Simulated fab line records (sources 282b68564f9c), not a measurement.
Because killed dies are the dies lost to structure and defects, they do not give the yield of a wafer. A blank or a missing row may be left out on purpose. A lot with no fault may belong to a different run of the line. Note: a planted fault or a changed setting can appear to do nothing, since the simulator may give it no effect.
Split-lot experiment ; flow rit_cmos ; 23 wafers read from 5 lots, route of 202 steps

## THE SPLIT ITSELF
At RIT_ACTIVE_COAT_06 (resist thk 1000 nm), the setting spin_rpm was moved away from the recipe's 3250 rpm on 11 of the 23 wafers read, by -5.5% to +4.1%. All remaining wafers had this setting at the recipe value.

The reading comes from the split's own step.

## THE READING
NOVOLAK_of_ACTIVE_COAT_06.thk_nm (the simulator's own value, which no gauge read), in nm, at RIT_ACTIVE_COAT_06 (resist thk 1000 nm). The file does not state a usual value for it. Here, 12 wafers ran the recipe; their average is 998.1 nm with a standard deviation of 3.4 nm.

wafer;tool, chamber at the split;spin_rpm as run, rpm;against the recipe;NOVOLAK_of_ACTIVE_COAT_06.thk_nm, nm;against lot-mates on the recipe
L074.1;litho_track-03, 0;3250;recipe;997;-
L074.2;litho_track-03, 0;3187;-1.9%;1008;+13.0
L074.3;litho_track-03, 0;3187;-1.9%;1004;+9.0
L074.4;litho_track-03, 0;3250;recipe;993.1;-
L074.5;litho_track-03, 0;3187;-1.9%;1006;+11.0
L078.1;litho_track-02, 0;3250;recipe;998.1;-
L078.2;litho_track-02, 0;3383;+4.1%;977.3;-21.9
L078.3;litho_track-02, 0;3383;+4.1%;977.8;-21.4
L078.5;litho_track-02, 0;3250;recipe;999.9;-
L078.6;litho_track-02, 0;3250;recipe;999.5;-
L079.2;litho_track-04, 0;3072;-5.5%;1032;+28.5
L079.3;litho_track-04, 0;3250;recipe;1004;-
L079.4;litho_track-04, 0;3072;-5.5%;1031;+27.5
L079.5;litho_track-04, 0;3072;-5.5%;1033;+29.5
L079.6;litho_track-04, 0;3250;recipe;1003;-
L084.1;litho_track-02, 0;3369;+3.7%;982.3;-16.8
L084.2;litho_track-02, 0;3250;recipe;997.1;-
L084.3;litho_track-02, 0;3369;+3.7%;981.6;-17.4
L084.5;litho_track-02, 0;3250;recipe;1001;-
L084.6;litho_track-02, 0;3369;+3.7%;980.8;-18.2
L085.2;litho_track-03, 0;3250;recipe;994.9;-
L085.4;litho_track-03, 0;3250;recipe;993.7;-
L085.5;litho_track-03, 0;3250;recipe;995.7;-

FIT RESULTS
A straight line over all 23 wafers: NOVOLAK_of_ACTIVE_COAT_06.thk_nm changes by -5.43 nm for each +1% of spin_rpm; r = -0.98; the points scatter about the line by 3.4 nm.
The same after taking each lot's own level away (the mean of its wafers on the recipe; 23 wafers): -5.14 nm for each +1%; r = -1.00; scatter 1.3 nm.
That fit puts the effect of the largest move of spin_rpm on the reading at 28 nm.
The lots' own levels span 994.77 to 1003.50 nm, that is 2.6 times the standard deviation above.
Consequently the slope shifts little with the lot-to-lot level, the two slopes agreeing.
Check: for one of the wafers moved furthest among these (-5.5%), held out of the fit, the line's prediction against its lot-mates is +28.5 nm. It came out at +28.5 nm against them.

## OTHER SPLITS APPLIED TO THESE WAFERS
Other splits were also applied to these wafers ahead of the reading. Each is held against what the fit with the lots' levels taken away leaves over:
other split on the same wafers;wafers away from the commonest value;r with NOVOLAK_of_ACTIVE_COAT_06.thk_nm (lot level and that fit taken away)
RIT_ACTIVE_OXIDATION_01 temp_c;10;+0.04

## FILE'S OWN FIT
NOVOLAK_of_ACTIVE_COAT_06.thk_nm changes by -5.1 nm for each +1% of spin_rpm, r = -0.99.
